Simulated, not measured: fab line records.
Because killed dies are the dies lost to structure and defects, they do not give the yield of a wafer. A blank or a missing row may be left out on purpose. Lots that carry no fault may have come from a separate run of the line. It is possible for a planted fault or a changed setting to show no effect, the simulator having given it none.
Problem report in the 8D (eight disciplines) form, filled by code / flow rit cmos / the parts of the form that need people (team, actions taken, sign-off) are left out

## 1. THE PROBLEM
Mean NSD_OVL at RIT_NSD_OVL_MEAS_06: 9.0 nm over 12 wafers in 4 lots; fault-free wafers: -1.5 nm, standard deviation 2. Measured from the usual mean, that is +5.2 standard deviations.
First seen on wafer L371.1, day 4 10:26, on overlay-01. At this step, 48 wafers from 16 lots have a number in the record. Rule for "out" (also "out of limits"): further than 4 standard deviations from the usual mean. All remaining wafers that have a number are taken as sound.

## 2. WHAT THIS IS AND IS NOT
question=which readings at this step | is=NSD_OVL | is not=-
question=which lots | is=L371, L374, L375, L377 | is not=L364, L365, L367, L368, L369, L370, L372, L373, L376, L383, L384, L387
question=which wafers of those lots | is=all that have a number | is not=-
question=read on which gauges | is=overlay-01, overlay-02 | is not=-
question=when | is=from day 4 10:26 | is not=up to then (18 sound wafers); but 18 sound wafers of L372, L373, L376, L383, L384, L387 came after

## 3. WHAT RULES OUT EACH SUSPECT
Counting: any tool at a process step up to the reading is kept as a suspect provided that every lot that is out went through it and no sound lot did after the first of them.
- the gauge at RIT_NSD_OVL_MEAS_06 has been ruled out. Those wafers that are out were read across 2 gauges (overlay-01, overlay-02).
- iline stepper-01 at RIT_NSD_EXPOSE_03 (exposes mask M9, target cd 40700 nm): kept. It ran every lot that is out, first L371 (day 4 10:02), and no sound lot after that; its last sound lot up to then is L370 (day 4 03:37).
Remaining after the count: iline stepper-01 at RIT_NSD_EXPOSE_03.

## 4. THE CAUSE (what the simulator had put in)
Scanner matching overlay: iline stepper-01, from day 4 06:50 on, at RIT_NSD_EXPOSE_03. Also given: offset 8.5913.
After counting, this tool was the only one left.

## 5. THE CHAIN OF EFFECTS, in route order
Rows list readings where the struck wafers' mean (over those with a number) sits beyond 3 standard deviations from the usual. Readings are gone through only where the record gives a usual standard deviation; hours: the median, over the lots, of the time from a lot's start at the first step in this table giving one to that lot's start at this step; sigmas: the change measured in usual standard deviations.
hours=0; step=RIT_NSD_OVL_MEAS_06; reading=NSD_OVL; usual=-1.5 nm; on struck wafers=9.0; change=+10.5; sigmas=+5.2

## 6. WHAT WOULD HAVE CAUGHT IT SOONER
4 hours passed between the start of the fault at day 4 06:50 and the first reading out of limits at a measuring or inspecting step in this record, taken at day 4 10:26.
Of the tool readings at RIT_NSD_EXPOSE_03 for which the record gives a usual standard deviation, none was out on any struck wafer, so an alarm limit of 4 standard deviations on them would not have fired.
Of the lots that are out (4), L374, L375, L377 began RIT_NSD_EXPOSE_03 on iline stepper-01 after day 4 10:26. A hold on the tool at that time would have spared those 3.
